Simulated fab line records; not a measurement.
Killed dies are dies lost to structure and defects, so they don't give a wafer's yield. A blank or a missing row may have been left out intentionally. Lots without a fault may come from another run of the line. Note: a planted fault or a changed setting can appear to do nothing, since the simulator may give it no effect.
Comparing a struck lot with a sound one / flow rit-cmos / 14 out of 202 route steps
Sound: wafers L934.1, L934.4, L934.5. The struck wafers were L940.1, L940.2, L940.5. Last of all comes the cause.
For every step that has rows: the tool of each side, followed by ch and its chambers, followed by its first start. Under that, the readings that differ: sound wafers / struck wafers / difference of the means / sigmas: that difference in standard deviations of wafers without a fault.
alike: a reading whose means differ by less than 2 such deviations, as well as words and numbers matching on both sides. not compared: withheld readings; readings where some wafer has no value; bounds like >300 that might hide an equal value; numbers whose values overlap and for which the record gives no deviation.
A row with sigmas, a row that says differs or no value, or rows on one side alone: a step with any of these is where the two part. Numbers that don't overlap but have no deviation are shown without sigmas and don't part them. Lack of a reading on every wafer of one side parts them only where that side has two or more wafers.

first, 3 steps without rows for these wafers: RIT_GATE_CLEAN_02 (cleans in dHF, time 30 s); RIT_GATE_CLEAN_03 (cleans in SC2, time 600 s); RIT_GATE_CLEAN_04 (cleans in dHF, time 60 s).
RIT_FOX2_THK_MEAS_91:
  struck on film-metro-01, day 3 21:59; sound on film-metro-04, day 2 09:17
  alike: FIELD_OXIDE_LEFT_2_THK
then, 2 steps without rows for these wafers: RIT_GATE_OXIDATION_05 (target thk 3 nm, ox time 270 s); RIT_GATE_ANNEAL_06 (time 600 s).
RIT_GATE_THK_MEAS_07:
  struck on film-metro-04, day 3 23:50; sound on film-metro-01, day 2 12:10
  alike: GATE_OXIDE_THK
then, 1 step without rows for these wafers: RIT_GATE_CVD_08 (deposits poly-Si from SiH4, target thk 250 nm, time 2220 s).
RIT_GATE_THK_MEAS_09:
  struck on film-metro-01, day 4 01:31; sound on film-metro-01, day 2 13:50
reading=GATE_POLY_THK (nm); sound=243.2 243.0 242.3; struck=250.7 248.9 251.5; difference=+7.5; sigmas=+3
then, 3 steps without rows for these wafers: RIT_GATE_HMDS_10 (prime time 60 s); RIT_GATE_COAT_11 (resist thk 857.1 nm); RIT_GATE_SOFTBAKE_12 (time 60 s).
RIT_GATE_EXPOSE_13: exposes mask M6, target cd 150 nm.
  struck on iline-stepper-01, day 4 02:04; sound on iline-stepper-01 ch 0, day 2 14:21
  no value came back on the struck wafers for exposure-dose-mJ-cm2, focus-offset-nm (nm); on the sound wafers exposure-dose-mJ-cm2 reads 381.3 380.2 381.2
  alike: mask
after that, 1 step had no rows for these wafers: RIT_GATE_PEB_14.

WHERE THEY PART
At RIT_GATE_THK_MEAS_09 first; at RIT_GATE_EXPOSE_13 last (within this record only).

WHY: what the simulator had put in
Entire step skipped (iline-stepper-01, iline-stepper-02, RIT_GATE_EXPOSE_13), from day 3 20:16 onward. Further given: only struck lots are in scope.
